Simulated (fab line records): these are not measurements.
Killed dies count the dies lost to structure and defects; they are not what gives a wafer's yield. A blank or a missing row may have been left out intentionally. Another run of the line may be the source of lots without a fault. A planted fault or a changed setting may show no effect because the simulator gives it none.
Problem report in the 8D (eight disciplines) form, filled by code	flow berkeley cmos170	the parts of the form that need people (team, actions taken, sign-off) are left out

## 1. THE PROBLEM
Mean of beam energy keV at UCB170_NVT_IMPLANT_07: 51.631 across 6 wafers in 2 lots; on wafers with no fault it is 49.999 (standard deviation 0.014). So: +99 or more standard deviations from the usual mean.
First observed at day 10 02:35: wafer L250.2, on implanter-04. At this step, 18 wafers from 6 lots have a number in the record. Rule for "out", or "out of limits": more than 4 standard deviations from the usual mean. The rest of the wafers with a number are treated as sound.

## 2. WHAT IT IS, AND WHAT IT ISN'T
question	is	is not
which readings at this step	beam energy keV	-
which lots	L250, L252	L240, L243, L253, L257
which wafers of those lots	all that have a number	-
read on which tools	implanter-04	implanter-01, implanter-02
when	from day 10 02:35	up to then (6 sound wafers); but 6 sound wafers of L253, L257 came after

## 3. SUSPECTS, AND WHAT RULES EACH OUT
Counting: a tool stays on the suspect list if, at a process step up to the reading, it processed all lots that are out and no sound lot following the first of them.
- implanter-04 at UCB170_NVT_IMPLANT_07: kept. It ran every lot that is out, first L250 (day 10 02:35), and no sound lot after that; its last sound lot up to then is L243 (day 8 13:31). On those wafers its own readings are out: beam energy keV.
The count leaves implanter-04 at UCB170_NVT_IMPLANT_07.

## 4. THE CAUSE (what the simulator had put in)
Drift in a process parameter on implanter-04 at UCB170_NVT_IMPLANT_07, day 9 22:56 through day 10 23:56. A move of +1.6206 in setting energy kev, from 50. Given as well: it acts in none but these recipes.
Only this tool survived the counting.

## 5. SEQUENCE OF EFFECTS, ordered by route
Each row: a reading where the mean over the struck wafers with a number is more than 3 standard deviations away from the usual. Readings are gone through only where the record gives a usual standard deviation; hours: the median, over the lots, of the time from a lot's start at the first step in this table giving one to that lot's start at this step; sigmas: the change measured in usual standard deviations.
hours	step	reading	usual	on struck wafers	change	sigmas
0	UCB170_NVT_IMPLANT_07	beam energy keV	49.999	51.631	+1.632	+99 or more
The process steps in it:
- UCB170_NVT_IMPLANT_07

## 6. WHAT WOULD HAVE CAUGHT IT SOONER
4 hours passed between the start of the fault at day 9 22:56 and the first reading out of limits in this record, taken at day 10 02:35.
